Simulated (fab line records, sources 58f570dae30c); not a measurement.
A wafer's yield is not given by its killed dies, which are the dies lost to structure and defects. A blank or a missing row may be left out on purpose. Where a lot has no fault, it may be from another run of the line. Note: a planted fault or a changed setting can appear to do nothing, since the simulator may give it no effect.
fab line records    flow berkeleyCmos170    part 2 of 2: steps 24 to 34 of 34
record: lots: 5  wafers: 15  lastDay: 13
route steps=331 shown WELLDRIVE@58 ACTIVE@60 PFIELD@79 FIELD@89
lots untouched by any fault: they come from a run of this same line in which no faults occurred
startH: hours from the record's first day to the start of the lot's first wafer shown    waitH: how many hours have passed since the lot's step before this one    " identical to the entry in the row above    L1.1+2: a single row standing in for several wafers    - no value present, or no start provided    * or withheld: withheld    < > ~ a bound
route shown NAME@n: names a module that has steps shown in the file, with the first one's number in the route    usual: mean/standard deviation taken from wafers without a fault    same: alike in all rows    chamber/n: place in a boat    sites: the reading at each site    _std_site: how widely they spread, as a standard deviation    _edge_site: outer sites' mean less inner sites'    radiusMm: how far each site lies from the wafer's centre    mask NAME#n: copy n    behind: the tool/chamber that last shaped the wafer    hold: reason for holding the lot/hours on hold/outcome of the hold    device: the n, p or np transistor that did not switch    end of line: tests run on the same wafers once the route is complete    where a step has no rows: the recipe by itself    killed: count of dies lost to structure and defects at first sort (not the wafer's yield)    map: shows each die of a wafer: x if killed, . if not, _ if none is there
set.NAME: the setting the step ran with; set.NAME@STEP: the setting that earlier step ran with    model.NAME: the simulator's own value behind a step, which no gauge read
certain route steps with their lots: each step a table, each wafer a row
services: from which hour (startH, from the record's first day; less than 0 if before it) a tool's chamber was out of use, for how many hours, and why
== steps ==
step: UCB170_PFIELD_SOFTBAKE_02
recipe: resist: KrF  tempC: 130  timeS: 60
usual: chillPlateTempC: 23.01/0.11
lot.wafer  tool           chamber  startH  waitH  chillPlateTempC
L088.1     lithoTrack-02  0        171.48  0.1    23.00
L088.4     "              0        "       "      23.11
L088.5     "              0        "       "      22.99
L091.1     lithoTrack-03  0        185.24  0.1    22.98
L091.2     "              0        "       "      23.03
L091.3     "              0        "       "      22.98
L090.1     lithoTrack-01  0        185.45  0.1    22.84
L090.2     "              0        "       "      22.94
L090.3     "              0        "       "      22.91
L092.1     lithoTrack-01  0        185.90  0.1    23.08
L092.3     "              0        "       "      23.01
L092.6     "              0        "       "      23.01
L096.2     lithoTrack-01  0        210.60  0.1    23.24
L096.4     "              0        "       "      23.16
L096.6     "              0        "       "      23.12
step: UCB170_PFIELD_EXPOSE_03
recipe: maskId: PFIELD  na: 0.5  sigmaOuter: 0.6  sourceShape: conventional  targetCdNm: 1500  doseMj: 30
same: sigmaOuter: 0.6
lot.wafer   tool           chamber  startH  waitH  mask
L088.1+4+5  krfScanner-01  0        171.95  0.4    PFIELD#0
L091.1+2+3  krfScanner-02  0        185.51  0.3    PFIELD#0
L090.1+2+3  krfScanner-01  0        185.76  0.3    PFIELD#0
L092.1+3+6  krfScanner-01  0        186.05  0.1    PFIELD#0
L096.2+4+6  krfScanner-02  0        210.95  0.3    PFIELD#0
step: UCB170_PFIELD_PEB_04
recipe: pebTempC: 130  pebTimeS: withheld  resist: KrF
usual: chillPlateTempC: 22.99/0.091
lot.wafer  tool           chamber  startH  waitH  chillPlateTempC
L088.1     lithoTrack-01  0        172.07  0.1    22.89
L088.4     "              0        "       "      23.02
L088.5     "              0        "       "      22.91
L091.1     lithoTrack-02  0        186.33  0.8    23.06
L091.2     "              0        "       "      22.98
L091.3     "              0        "       "      23.05
L090.1     lithoTrack-03  0        186.39  0.6    23.15
L090.2     "              0        "       "      23.02
L090.3     "              0        "       "      22.95
L092.1     lithoTrack-01  0        186.77  0.7    23.01
L092.3     "              0        "       "      23.16
L092.6     "              0        "       "      22.84
L096.2     lithoTrack-03  0        211.29  0.3    22.99
L096.4     "              0        "       "      22.88
L096.6     "              0        "       "      23.05
step: UCB170_PFIELD_DEVELOP_05
recipe: developer: TMAH  developTimeS: 45  resist: KrF  devTempC: 21
usual: chillPlateTempC: 23.01/0.091
lot.wafer  tool           chamber  startH  waitH  chillPlateTempC
L088.1     lithoTrack-01  0        -       -      22.96
L088.4     "              0        "       "      23.05
L088.5     "              0        "       "      23.01
L091.1     lithoTrack-02  0        -       -      22.91
L091.2     "              0        "       "      23.02
L091.3     "              0        "       "      22.98
L090.1     lithoTrack-03  0        -       -      23.04
L090.2     "              0        "       "      23.09
L090.3     "              0        "       "      23.12
L092.1     lithoTrack-01  0        -       -      22.86
L092.3     "              0        "       "      22.80
L092.6     "              0        "       "      22.89
L096.2     lithoTrack-03  0        -       -      23.07
L096.4     "              0        "       "      23.16
L096.6     "              0        "       "      23.14
step: UCB170_PFIELD_OVL_MEAS_06
usual: PFIELD_OVL: -3/5.2
lot.wafer  tool        chamber  startH  waitH  PFIELD_OVL[nm]
L088.1     overlay-02  -        172.34  -      -4
L088.4     "           -        "       "      -5
L088.5     "           -        "       "      4
L091.1     overlay-01  -        186.61  -      6
L091.2     "           -        "       "      11
L091.3     "           -        "       "      11
L090.1     overlay-01  -        186.66  -      0
L090.2     "           -        "       "      -3
L090.3     "           -        "       "      0
L092.1     overlay-01  -        187.05  -      -7
L092.3     "           -        "       "      -4
L092.6     "           -        "       "      -3
L096.2     overlay-02  -        211.55  -      -2
L096.4     "           -        "       "      -4
L096.6     "           -        "       "      -6
step: UCB170_PFIELD_IMPLANT_07
recipe: species: B  doseCm2: 2e+13  energyKev: 80  tiltDeg: 7
lot.wafer   tool          chamber  startH  waitH
L088.1+4+5  implanter-01  0        172.38  0.0
L091.1+2+3  implanter-01  0        186.71  0.1
L090.1+2+3  implanter-01  0        186.86  0.2
L092.1+3+6  implanter-01  0        187.08  0.0
L096.2+4+6  implanter-03  0        211.61  0.0
step: UCB170_PFIELD_STRIP_08
recipe: chemistry: O2  powerW: 400  pressureMtorr: 3500  platenTempC: withheld  o2FlowSccm: 400  overashFraction: 0.5
usual: drypumpMotorCurrentA: 5.86/0.26  oesProductAu: 0.734/0.0046  stripTimeToEndpointS: 21.61/0.069
lot.wafer  tool            chamber  startH  waitH  drypumpMotorCurrentA  oesProductAu  rfHoursCounterH  stripTimeToEndpointS
L088.1     plasmaAsher-03  0        172.53  0.1    6.14                  0.736         46               21.69
L088.4     "               0        "       "      6.14                  0.739         -                21.70
L088.5     "               1        "       "      5.60                  0.737         -                21.70
L091.1     plasmaAsher-03  1        186.86  0.1    5.59                  0.736         48               21.69
L091.2     "               0        "       "      6.13                  0.738         48               21.61
L091.3     "               0        "       "      6.13                  0.741         -                21.70
L090.1     plasmaAsher-02  0        187.01  0.1    5.73                  0.733         10               21.65
L090.2     "               1        "       "      5.77                  0.735         10               21.67
L090.3     "               0        "       "      5.73                  0.736         -                21.69
L092.1     plasmaAsher-03  0        187.23  0.1    6.15                  0.734         48               21.54
L092.3     "               1        "       "      5.64                  0.732         -                21.65
L092.6     "               0        "       "      6.17                  0.731         -                21.67
L096.2     plasmaAsher-01  1        211.73  0.1    5.71                  0.743         38               21.49
L096.4     "               0        "       "      6.29                  0.731         -                21.56
L096.6     "               1        "       "      5.80                  0.730         -                21.56
step: UCB170_PFIELD_TW_MEAS_09
usual: PFIELD_TW: 605.4/2.7
lot.wafer  tool          chamber  startH  waitH  PFIELD_TW
L088.1     filmMetro-03  -        172.63  0.1    600.9
L088.4     "             -        "       "      602.4
L088.5     "             -        "       "      602.9
L091.1     filmMetro-02  -        186.96  0.1    605.4
L091.2     "             -        "       "      605.8
L091.3     "             -        "       "      607.4
L090.1     filmMetro-03  -        187.11  0.1    603.2
L090.2     "             -        "       "      600.8
L090.3     "             -        "       "      601.9
L092.1     filmMetro-02  -        187.33  0.1    606.3
L092.3     "             -        "       "      601.8
L092.6     "             -        "       "      606.7
L096.2     filmMetro-02  -        211.84  0.1    604.3
L096.4     "             -        "       "      601.6
L096.6     "             -        "       "      604.9
step: UCB170_FIELD_CLEAN_00
recipe: chemistry: dHF  dilution: 25:1  timeS: 7.5
lot.wafer   tool         chamber  startH  waitH
L088.1+4+5  wetBench-04  1        172.69  0.1
L091.1+2+3  wetBench-01  2        187.02  0.1
L090.1+2+3  wetBench-01  2        187.17  0.1
L092.1+3+6  wetBench-01  1        187.39  0.1
L096.2+4+6  wetBench-02  0        211.89  0.0
step: UCB170_FIELD_OXIDATION_01
recipe: tempC: 1000  ambient: H2O  pH2oTorr: 584.62  targetThkA: 5583  oxTimeS: 7200
usual: oxTempCMax: 1005.4/2.2  tube_center_temp_C_max: 1002.5/0.38  zonePowerCentrePct: 52.0/1.9  zonePowerSourcePct: 34.7/0.69
lot.wafer  tool        chamber  startH  waitH  oxTempCMax  tube_center_temp_C_max  zonePowerCentrePct  zonePowerSourcePct
L088.1     furnace-04  0        178.46  5.8    1003.6      1003.1                  52.3                33.8
L088.4     "           0        "       "      1003.1      1002.3                  52.8                33.4
L088.5     "           0        "       "      1003.7      1002.8                  52.7                33.2
L090.1     furnace-02  0        190.73  3.5    1003.7      1002.4                  53.9                34.5
L090.2     "           0        "       "      1002.7      1002.1                  53.2                34.3
L090.3     "           0        "       "      1004.4      1002.3                  54.4                34.2
L091.1     furnace-02  0        190.73  3.7    1003.5      1002.9                  55.2                34.0
L091.2     "           0        "       "      1003.2      1002.8                  52.4                34.1
L091.3     "           0        "       "      1003.5      1002.3                  53.6                34.4
L092.1     furnace-02  0        190.73  3.3    1004.5      1002.4                  54.1                34.1
L092.3     "           0        "       "      1003.9      1002.4                  53.9                33.9
L092.6     "           0        "       "      1004.2      1002.4                  54.4                33.9
L096.2     furnace-02  0        214.58  2.7    1002.6      1002.4                  54.8                33.7
L096.4     "           0        "       "      1004.4      1002.4                  53.3                34.2
L096.6     "           0        "       "      1003.9      1002.4                  53.4                34.3
step: UCB170_FIELD_THK_MEAS_02
recipe: reads: SiO2_of_FIELD_OXIDATION_01
usual: FIELD_OXIDE_THK: 555/8.7
lot.wafer  tool          chamber  startH  waitH  FIELD_OXIDE_THK[nm]
L088.1     filmMetro-04  -        181.46  0.0    555
L088.4     "             -        "       "      552
L088.5     "             -        "       "      557
L090.1     filmMetro-03  -        193.73  0.0    532
L090.2     "             -        "       "      531
L090.3     "             -        "       "      535
L091.1     filmMetro-02  -        193.73  0.0    560
L091.2     "             -        "       "      560
L091.3     "             -        "       "      552
L092.1     filmMetro-04  -        193.73  0.0    554
L092.3     "             -        "       "      558
L092.6     "             -        "       "      566
L096.2     filmMetro-04  -        217.59  0.0    543
L096.4     "             -        "       "      545
L096.6     "             -        "       "      547
== services ==
tool            chamber  startH  hours  kind
plasmaAsher-03  -        128.89  1.0    repair
krfScanner-01   -        132.48  0.8    pm
plasmaAsher-04  -        134.86  15.6   pm
rieDiel-01      0        136.38  40.4   repair
rieDiel-02      1        143.03  -      clean
rieDiel-02      1        143.03  12.7   scheduledDown
rieDiel-02      1        143.03  12.7   ventCycle
rieDiel-02      2        153.76  2.3    repair
wetBench-01     -        158.58  1.9    pm
lpcvd-01        -        160.36  1.6    repair
krfScanner-02   -        170.67  1.3    pm
rieDiel-01      0        176.75  -      clean
rieDiel-01      0        176.75  19.8   scheduledDown
rieDiel-01      0        176.75  19.8   ventCycle
implanter-01    -        183.65  1.3    repair
implanter-03    -        186.04  6.5    repair
rieDiel-02      -        194.46  0.4    repair
plasmaAsher-02  -        197.48  2.8    pm
krfScanner-02   0        200.48  -      calibration
krfScanner-02   -        204.70  4.4    pm
krfScanner-02   -        212.10  0.9    repair
rieDiel-04      3        212.97  -      clean
rieDiel-04      3        212.97  23.5   scheduledDown
rieDiel-04      3        212.97  23.5   ventCycle
